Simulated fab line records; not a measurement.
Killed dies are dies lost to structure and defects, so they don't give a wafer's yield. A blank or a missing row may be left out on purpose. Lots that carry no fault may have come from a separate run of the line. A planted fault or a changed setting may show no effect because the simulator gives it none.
Matching of chambers -- flow berkeleyCmos170 -- 4 sister chambers for UCB170_ZERO_ETCH_06 on rieDiel-04
The step etches SiO2 in CHF3/CF4/Ar, time 11.54 s. 14 wafers are shown with their chamber, then 7 later ones without.

WAFERS PAIRED WITH THEIR CHAMBERS
wafer,chamber,throttleValvePct (%),drypumpMotorCurrentA (A),oesProductAu (a.u.)
L584.2,0,9.20,5.7,0.631
L584.3,1,9.24,5.6,0.620
L584.5,1,9.25,5.6,0.608
L586.3,1,9.23,5.7,0.622
L586.5,3,9.29,5.9,0.623
L586.6,2,9.16,5.8,0.627
L587.1,2,9.16,5.8,0.625
L587.3,1,9.24,5.7,0.622
L587.4,0,9.20,5.7,0.630
L589.3,2,9.14,5.8,0.628
L589.4,3,9.29,5.9,0.625
L589.6,1,9.26,5.7,0.619
L590.2,3,9.28,5.9,0.623
L590.3,1,9.25,5.7,0.609

SIGNATURES, as means of the wafers listed above
reading,chamber 0,chamber 1,chamber 2,chamber 3,scatter within a chamber
throttleValvePct,9.2000,9.2450,9.1533,9.2867,0.0094
drypumpMotorCurrentA,5.700,5.667,5.800,5.900,0.0365
oesProductAu,0.63050,0.61667,0.62667,0.62367,0.00464
Rule: for each reading, subtract the chamber's mean from the wafer's reading, divide by that reading's scatter and square the result; add these up over the readings and take the root, which gives the wafer's distance from the chamber. If the next closest chamber is less than 2 further off than the closest, the wafer can't be placed; otherwise it belongs to the closest. How the scatter is found: for the shown wafers, subtract from each reading the mean of its chamber, square and add these, divide the total by (wafers less chambers), then take the root.

WAFERS WHOSE CHAMBER IS MISSING
wafer,throttleValvePct (%),drypumpMotorCurrentA (A),oesProductAu (a.u.)
L590.5,9.15,5.7,0.618
L596.1,9.16,5.7,0.627
L596.4,9.21,5.6,0.641
L596.5,9.20,5.7,0.630
L600.3,9.25,5.7,0.621
L600.4,9.14,5.8,0.634
L600.6,9.25,5.6,0.624

CHAMBER TAKEN BY EACH
wafer,from the rows above,in truth
L590.5,2,2
L596.1,can't be placed: 2 or 0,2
L596.4,0,0
L596.5,0,0
L600.3,1,1
L600.4,2,2
L600.6,1,1
Placed correctly: 6 of 7. Not placeable from these rows: 1 (in 1, the candidates include the true chamber). Number placed wrongly: 0.
